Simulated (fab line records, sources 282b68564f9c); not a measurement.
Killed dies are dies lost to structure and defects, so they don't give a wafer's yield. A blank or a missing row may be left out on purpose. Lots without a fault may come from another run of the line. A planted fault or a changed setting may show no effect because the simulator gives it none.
A sampling plan put to the test | flow rit_cmos | one fab line, 13 faults that these records tell of, each judged on the records of the lots that it struck
The plan is the line's own looks: the steps of the route at which a gauge or an inspection reads the wafer and doesn't change it. A look can be judged if struck wafers have a number there and the file gives its usual mean and standard deviation on fault-free wafers. Caught: at a look after the fault's first step, the mean of the struck wafers lies 4 or more of those standard deviations (sigma) from the usual mean. On the tool: the same test on the tool's own readings at the fault's steps. Another recipe on the struck wafers, or a record that is blank for them alone, also counts as caught.

THE FAULTS, as the simulator had put them in
1. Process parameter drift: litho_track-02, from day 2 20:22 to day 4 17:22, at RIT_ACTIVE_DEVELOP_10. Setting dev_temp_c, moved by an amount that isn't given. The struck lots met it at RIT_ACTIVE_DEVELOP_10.
2. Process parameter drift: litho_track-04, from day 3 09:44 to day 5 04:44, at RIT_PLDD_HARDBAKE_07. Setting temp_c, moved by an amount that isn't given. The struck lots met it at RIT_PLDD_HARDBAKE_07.
3. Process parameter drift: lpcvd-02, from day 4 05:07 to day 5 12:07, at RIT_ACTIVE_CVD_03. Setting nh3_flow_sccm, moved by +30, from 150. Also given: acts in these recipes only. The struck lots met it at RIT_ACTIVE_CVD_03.
4. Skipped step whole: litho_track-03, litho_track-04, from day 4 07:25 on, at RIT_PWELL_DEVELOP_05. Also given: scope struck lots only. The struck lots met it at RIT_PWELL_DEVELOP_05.
5. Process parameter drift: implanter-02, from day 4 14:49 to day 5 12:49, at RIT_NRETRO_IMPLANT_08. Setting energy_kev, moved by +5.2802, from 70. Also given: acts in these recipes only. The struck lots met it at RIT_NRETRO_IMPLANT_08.
6. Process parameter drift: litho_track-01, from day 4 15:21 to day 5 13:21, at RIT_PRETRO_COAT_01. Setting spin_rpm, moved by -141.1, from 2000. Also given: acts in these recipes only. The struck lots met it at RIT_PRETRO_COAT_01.
7. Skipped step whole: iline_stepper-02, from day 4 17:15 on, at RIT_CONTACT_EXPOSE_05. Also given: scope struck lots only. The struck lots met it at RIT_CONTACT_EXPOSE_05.
8. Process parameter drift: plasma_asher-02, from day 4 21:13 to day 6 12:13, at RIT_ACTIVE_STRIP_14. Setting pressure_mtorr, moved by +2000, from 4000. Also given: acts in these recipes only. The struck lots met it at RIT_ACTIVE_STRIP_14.
9. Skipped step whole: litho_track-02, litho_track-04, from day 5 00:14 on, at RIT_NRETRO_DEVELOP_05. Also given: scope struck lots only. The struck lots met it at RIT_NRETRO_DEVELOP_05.
10. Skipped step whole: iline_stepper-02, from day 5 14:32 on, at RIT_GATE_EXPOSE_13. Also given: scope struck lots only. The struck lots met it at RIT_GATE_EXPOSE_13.
11. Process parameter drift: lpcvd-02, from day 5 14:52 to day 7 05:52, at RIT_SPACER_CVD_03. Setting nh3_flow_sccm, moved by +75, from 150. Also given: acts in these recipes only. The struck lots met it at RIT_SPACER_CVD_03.
12. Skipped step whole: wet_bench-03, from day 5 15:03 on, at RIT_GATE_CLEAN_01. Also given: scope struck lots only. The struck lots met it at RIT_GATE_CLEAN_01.
13. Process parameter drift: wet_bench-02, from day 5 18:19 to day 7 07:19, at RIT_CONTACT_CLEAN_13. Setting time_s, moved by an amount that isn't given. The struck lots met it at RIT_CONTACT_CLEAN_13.

WHAT THE PLAN SAW
fault | on the tool itself                               | first look that catches it                      | reading, sigma         | median hours from its first step to that look | hours from the fault's start to the first struck lot there | judged looks passed uncaught
1     | developer_temp_C -19 sigma                       | RIT_ACTIVE_CD_MEAS_11                           | cd_nm -5.0             | 0.6                                           | 5                                                          | 0
2     | heater_power_total_W -48 sigma                   | no look after it can be judged                  | -                      | -                                             | -                                                          | 0
3     | nh3_flow_sccm +82 sigma                          | RIT_ACTIVE_THK_MEAS_04                          | ACTIVE_NITRIDE_THK +15 | 1.8                                           | 6                                                          | 0
4     | the tool's record is blank for the struck wafers | no look after it can be judged                  | -                      | -                                             | -                                                          | 0
5     | beam_energy_keV +99 or beyond sigma              | no look after it can be judged                  | -                      | -                                             | -                                                          | 0
6     | spin_speed_rpm -99 or beyond sigma               | no look after it can be judged                  | -                      | -                                             | -                                                          | 0
7     | no reading that can be judged                    | no look after it can be judged                  | -                      | -                                             | -                                                          | 0
8     | chamber_pressure_mTorr +99 or beyond sigma       | no look after it can be judged                  | -                      | -                                             | -                                                          | 0
9     | the tool's record is blank for the struck wafers | none of the 2 looks that can be judged after it | -                      | -                                             | -                                                          | 2
10    | no reading that can be judged                    | no look after it can be judged                  | -                      | -                                             | -                                                          | 0
11    | nh3_flow_sccm +99 or beyond sigma                | RIT_SPACER_THK_MEAS_04                          | SPACER_NITRIDE_THK +32 | 1.9                                           | 7                                                          | 0
12    | the tool's record is blank for the struck wafers | no look after it can be judged                  | -                      | -                                             | -                                                          | 0
13    | run_length_s -22 sigma                           | no look after it can be judged                  | -                      | -                                             | -                                                          | 0
A dash: the fault isn't caught, or these records don't give the number.

Caught at a look: 3 of 13. Caught on the tool: 11 of 13. By one or the other: 11 of 13.
Caught on the tool alone: faults 2, 4, 5, 6, 8, 9, 12, 13.
Caught by neither: faults 7, 10.

THINNER SAMPLING
If the look that catches a fault measured only every second or every third lot, by lot number, the first struck lot would be measured this late in the worst case:
fault | struck lots at that look, in order of time | every lot | every second lot | every third lot
1     | L814, L819                                 | 5 h       | 30 h             | may miss all 2
3     | L133, L135                                 | 6 h       | may miss all 2   | may miss all 2
11    | L305, L306                                 | 7 h       | 14 h             | may miss all 2
Hours are from the fault's start to the first struck lot that is measured. The limit of 4 sigma was tested on all struck wafers together, so one lot alone may lie under it. Other struck lots may not be in these records.

THE LONGEST TIMED WAY FROM STEP TO LOOK
Fault 11: a median of 1.9 hours passes between RIT_SPACER_CVD_03 and RIT_SPACER_THK_MEAS_04. No look between them can be judged.
